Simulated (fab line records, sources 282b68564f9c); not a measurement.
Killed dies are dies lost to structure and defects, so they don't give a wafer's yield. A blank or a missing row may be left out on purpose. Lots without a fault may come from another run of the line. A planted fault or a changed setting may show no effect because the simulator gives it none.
Split-lot experiment | flow rit_cmos | 5 lots, 23 wafers read, on a route of 202 steps

THE SPLIT
At RIT_SILICIDE_SPUTTER_01 (material Ti, target thk 30 nm, time 240 s), the setting time_s was moved away from the recipe's 240 s on 6 of the 23 wafers read, by -12.1% to +7.9%. The other wafers ran this setting at the recipe's value.

FROM THE SPLIT TO THE READING: what the file shows between them, 1 step
- RIT_SILICIDE_RS_MEAS_02: measures by four-point-probe

THE READING
SILICIDE_TI_THK, in nm, at RIT_SILICIDE_THK_MEAS_03 (measures by xrf). Fault-free wafers of this fab line usually give 30.0 nm, standard deviation 0.37 nm.

wafer  | tool, chamber at the split | time_s as run, s | against the recipe | SILICIDE_TI_THK, nm | against lot-mates on the recipe
L074.1 | pvd_sputter-01, -          | 240              | recipe             | 30.0                | -
L074.2 | pvd_sputter-01, -          | 240              | recipe             | 30.1                | -
L074.4 | pvd_sputter-01, -          | 240              | recipe             | 29.9                | -
L074.5 | pvd_sputter-01, -          | 240              | recipe             | 30.1                | -
L074.6 | pvd_sputter-01, -          | 240              | recipe             | 30.3                | -
L079.1 | pvd_sputter-02, -          | 240              | recipe             | 30.6                | -
L079.2 | pvd_sputter-02, -          | 258.9            | +7.9%              | 32.7                | +2.3
L079.3 | pvd_sputter-02, -          | 240              | recipe             | 30.5                | -
L079.4 | pvd_sputter-02, -          | 258.9            | +7.9%              | 32.0                | +1.6
L079.5 | pvd_sputter-02, -          | 240              | recipe             | 30.1                | -
L080.1 | pvd_sputter-04, -          | 218.1            | -9.1%              | 27.1                | -2.9
L080.2 | pvd_sputter-04, -          | 240              | recipe             | 30.1                | -
L080.3 | pvd_sputter-04, -          | 218.1            | -9.1%              | 27.2                | -2.8
L080.4 | pvd_sputter-04, -          | 240              | recipe             | 29.8                | -
L080.5 | pvd_sputter-04, -          | 240              | recipe             | 30.0                | -
L084.1 | pvd_sputter-01, -          | 210.9            | -12.1%             | 26.7                | -3.8
L084.2 | pvd_sputter-01, -          | 240              | recipe             | 30.7                | -
L084.3 | pvd_sputter-01, -          | 240              | recipe             | 30.5                | -
L084.4 | pvd_sputter-01, -          | 240              | recipe             | 30.4                | -
L084.5 | pvd_sputter-01, -          | 210.9            | -12.1%             | 26.9                | -3.6
L085.3 | pvd_sputter-02, -          | 240              | recipe             | 30.0                | -
L085.5 | pvd_sputter-02, -          | 240              | recipe             | 29.4                | -
L085.6 | pvd_sputter-02, -          | 240              | recipe             | 30.0                | -

THE FIT
A straight line over all 23 wafers: SILICIDE_TI_THK changes by +0.291 nm for each +1% of time_s; r = +0.98; the points scatter about the line by 0.33 nm.
The same after taking each lot's own level away (the mean of its wafers on the recipe; 23 wafers): +0.293 nm for each +1%; r = +0.99; scatter 0.23 nm.
On that fit, the largest move of time_s shifts the reading by 3.5 nm.
The lots' own levels span 29.80 to 30.53 nm, that is 2.0 times the standard deviation above.
So the lot-to-lot level changes the slope little: the two slopes agree.
Check: with one of the wafers moved furthest among these (-12.1%) left out of the fit, the line predicts -3.53 nm for it against its lot-mates. It came out at -3.83 nm against them.

OTHER SPLITS ON THESE WAFERS
These wafers also went through other splits before the reading. Each is held against what the fit with the lots' levels taken away leaves over:
other split on the same wafers | wafers away from the commonest value | r with SILICIDE_TI_THK (lot level and that fit taken away)
RIT_GATE_ETCH_19 rf_w          | 11                                   | +0.03
RIT_NLDD_COAT_01 spin_rpm      | 6                                    | +0.18
RIT_PLDD_COAT_01 spin_rpm      | 11                                   | +0.01
RIT_PLDD_IMPLANT_08 dose_cm2   | 6                                    | -0.42
RIT_PSD_SOFTBAKE_02 temp_c     | 10                                   | -0.12
RIT_SDANNEAL_CLEAN_01 time_s   | 5                                    | -0.03

THE WHOLE CHAIN: every reading that the file lists as answering this split, in the file's order
step                     | what it does                              | reading                                                                           | change (the file's fit)               | r (the file's)
RIT_SILICIDE_SPUTTER_01  | material Ti, target thk 30 nm, time 240 s | Ti_of_SILICIDE_SPUTTER_01.thk_nm (the simulator's own value, which no gauge read) | +0.292 nm for each +1% of the setting | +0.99
RIT_SILICIDE_RS_MEAS_02  | measures by four-point-probe              | SILICIDE_TI_RS                                                                    | -0.649 for each +1% of the setting    | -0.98
RIT_SILICIDE_THK_MEAS_03 | measures by xrf                           | SILICIDE_TI_THK                                                                   | +0.296 for each +1% of the setting    | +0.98

THE FILE'S OWN FIT
SILICIDE_TI_THK changes by +0.296 nm for each +1% of time_s, r = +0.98.
